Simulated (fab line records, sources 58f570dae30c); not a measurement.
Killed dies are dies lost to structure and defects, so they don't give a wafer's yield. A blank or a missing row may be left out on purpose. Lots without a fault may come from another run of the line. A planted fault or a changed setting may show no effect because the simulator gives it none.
Which tool did it? | flow berkeley_cmos170 | 14 lots, 42 wafers sampled, at 3 steps of a route of 331

WHAT THE GAUGES READ, wafer by wafer
UCB170_V2_CD_MEAS_90: target cd 700 nm.
lot  | measured     | on        | cd_nm (nm)
L948 | day 7 09:37  | cd_sem-01 | 701.9 702.0 703.9
L949 | day 7 09:40  | cd_sem-02 | 698.6 701.7 701.4
L947 | day 7 10:10  | cd_sem-02 | 702.1 701.2 700.4
L952 | day 8 10:29  | cd_sem-01 | 700.2 698.8 698.2
L954 | day 8 22:05  | cd_sem-02 | 701.2 702.8 703.4
L957 | day 9 12:12  | cd_sem-01 | 700.1 699.7 701.5
L956 | day 9 12:44  | cd_sem-02 | 701.6 701.6 700.8
L959 | day 9 12:58  | cd_sem-01 | 699.1 701.2 701.3
L958 | day 9 13:29  | cd_sem-01 | 701.8 700.2 699.6
L955 | day 9 13:56  | cd_sem-01 | 700.9 699.2 701.6
L964 | day 10 14:20 | cd_sem-02 | 700.8 702.5 701.2
L961 | day 10 14:39 | cd_sem-02 | 704.8 704.3 703.5
L965 | day 11 12:41 | cd_sem-02 | 705.3 705.6 705.6
L970 | day 12 09:31 | cd_sem-01 | 700.1 701.8 701.4

WHICH TOOL RAN EACH LOT (tool, then ch and the chambers of the sampled wafers, then the start)
lot  | UCB170_V2_ETCH_14                  | UCB170_V2_STRIP_15
L948 | rie_diel-04 ch 1,2,3, day 7 09:20  | plasma_asher-03 ch 0,1, day 7 09:31
L949 | rie_diel-02 ch 0,2, day 7 09:23    | plasma_asher-02 ch 0,1, day 7 09:34
L947 | rie_diel-04 ch 0,2, day 7 09:53    | plasma_asher-03 ch 0,1, day 7 10:04
L952 | rie_diel-02 ch 0,1,3, day 8 10:12  | plasma_asher-03 ch 0, day 8 10:23
L954 | rie_diel-01 ch 1,3, day 8 21:49    | plasma_asher-03 ch 0,1, day 8 21:59
L957 | rie_diel-02 ch 0,1, day 9 11:53    | plasma_asher-03 ch 0,1, day 9 12:05
L956 | rie_diel-01 ch 0,3, day 9 12:27    | plasma_asher-04 ch 0,1, day 9 12:38
L959 | rie_diel-04 ch 1,2,3, day 9 12:42  | plasma_asher-03 ch 0,1, day 9 12:52
L958 | rie_diel-02 ch 0,1, day 9 13:11    | plasma_asher-04 ch 0, day 9 13:22
L955 | rie_diel-01 ch 1,2,3, day 9 13:25  | plasma_asher-03 ch 0,1, day 9 13:36
L964 | rie_diel-02 ch 0,1, day 10 14:04   | plasma_asher-04 ch 0, day 10 14:14
L961 | rie_diel-04 ch 0,1, day 10 14:21   | plasma_asher-02 ch 0,1, day 10 14:32
L965 | rie_diel-04 ch 2,3, day 11 12:20   | plasma_asher-02 ch 0,1, day 11 12:33
L970 | rie_diel-02 ch 0,1,2, day 12 09:14 | plasma_asher-02 ch 0,1, day 12 09:25
- UCB170_V2_ETCH_14: etches SiO2 in CHF3/CF4/Ar, stops on Al, target depth 1250 nm, time 291 s.
- UCB170_V2_STRIP_15: strips in O2.

WHAT THE TOOLS THEMSELVES READ (means of the sampled wafers that have a number; where no wafer has one, the mark that the record gives instead)
UCB170_V2_ETCH_14.
lot  | tool        | drypump_motor_current_A (A) | mfc_ar_sccm (sccm) | oes_product_au (a.u.) | run_length_s (s) | throttle_valve_pct (%)
L948 | rie_diel-04 | 5.6                         | 150.1              | 0.870                 | 319.5            | 6.99
L949 | rie_diel-02 | 6.0                         | 150.0              | 0.884                 | 319.2            | 6.97
L947 | rie_diel-04 | 5.6                         | 150.4              | 0.863                 | 319.3            | 6.92
L952 | rie_diel-02 | 5.8                         | 150.0              | 0.885                 | 319.2            | 6.96
L954 | rie_diel-01 | 5.7                         | 149.6              | 0.872                 | 318.9            | 6.93
L957 | rie_diel-02 | 5.4                         | 150.0              | 0.882                 | 319.8            | 6.93
L956 | rie_diel-01 | 5.9                         | 150.1              | 0.888                 | 319.4            | 6.94
L959 | rie_diel-04 | 5.6                         | 149.8              | 0.868                 | 319.5            | 6.99
L958 | rie_diel-02 | 5.8                         | 149.5              | 0.879                 | 319.5            | 6.92
L955 | rie_diel-01 | 5.8                         | 149.9              | 0.875                 | 319.1            | 7.05
L964 | rie_diel-02 | 5.5                         | 149.9              | 0.886                 | 319.5            | 6.93
L961 | rie_diel-04 | 6.0                         | 150.0              | 0.684                 | 497.1            | 6.94
L965 | rie_diel-04 | 5.4                         | 150.2              | 0.674                 | 496.8            | 6.94
L970 | rie_diel-02 | 5.7                         | 149.5              | 0.882                 | 319.6            | 7.00

UCB170_V2_STRIP_15.
lot  | tool            | drypump_motor_current_A (A) | oes_product_au (a.u.) | strip_time_to_endpoint_s (s)
L948 | plasma_asher-03 | 5.7                         | 0.720                 | 15.34
L949 | plasma_asher-02 | 6.5                         | 0.726                 | 15.21
L947 | plasma_asher-03 | 5.6                         | 0.724                 | 15.37
L952 | plasma_asher-03 | 5.9                         | 0.721                 | 15.22
L954 | plasma_asher-03 | 5.7                         | 0.722                 | 15.32
L957 | plasma_asher-03 | 5.6                         | 0.719                 | 15.27
L956 | plasma_asher-04 | 5.4                         | 0.722                 | 15.26
L959 | plasma_asher-03 | 5.7                         | 0.723                 | 15.17
L958 | plasma_asher-04 | 5.1                         | 0.722                 | 15.22
L955 | plasma_asher-03 | 5.5                         | 0.722                 | 15.28
L964 | plasma_asher-04 | 5.1                         | 0.719                 | 15.36
L961 | plasma_asher-02 | 6.5                         | 0.697                 | 11.18
L965 | plasma_asher-02 | 6.5                         | 0.704                 | 11.39
L970 | plasma_asher-02 | 6.6                         | 0.721                 | 15.22

THE ANSWER, worked out from the rows above alone
Rule: what is usual is taken from the lots themselves. Put in order of their means at a reading, lots are off if they are a third of the lots or fewer, leave a main group of 4 or more, and stand apart from it by a gap of 3 or more times the standard deviation of the main group's means; of several such gaps the widest counts. A main group whose means are all the same, to the digits that the tables above print for the reading, isn't used. A lot without any number at a reading at which 4 lots or more have one is off too. The other lots that the step has rows for count as sound. The gauges are gone through in route order, then the tools' own readings, and for those a lot's mean is taken as printed above. The first step at which some lot is off is used, and at that step the reading that is off furthest; a lot without a number counts as furthest.
Off: L961, L965, at UCB170_V2_ETCH_14 (run_length_s). The main group: mean 319.4 s, standard deviation 0.23.
A tool fits if, at that step or a process step before it, it ran every lot that is off, and no sound lot after the first of them. One fits: rie_diel-04 at UCB170_V2_ETCH_14. Its last sound lot is L959 (day 9 12:42), its first lot that is off L961 (day 10 14:21): a fault that began between those two fits.
The tool's own readings at UCB170_V2_ETCH_14 bear it out: on the lots that are off they differ by more than 5 times the standard deviation of the sound lots' means. oes_product_au reads 0.679 a.u. there against 0.878 a.u. on the sound lots; run_length_s reads 497.0 s there against 319.4 s on the sound lots.

WHAT THE SIMULATOR HAD PUT IN
Process parameter drift: rie_diel-04, from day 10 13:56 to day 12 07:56, at UCB170_V2_ETCH_14. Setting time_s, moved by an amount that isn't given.
Lots struck among those shown: L961, L965. The rule above found the same.
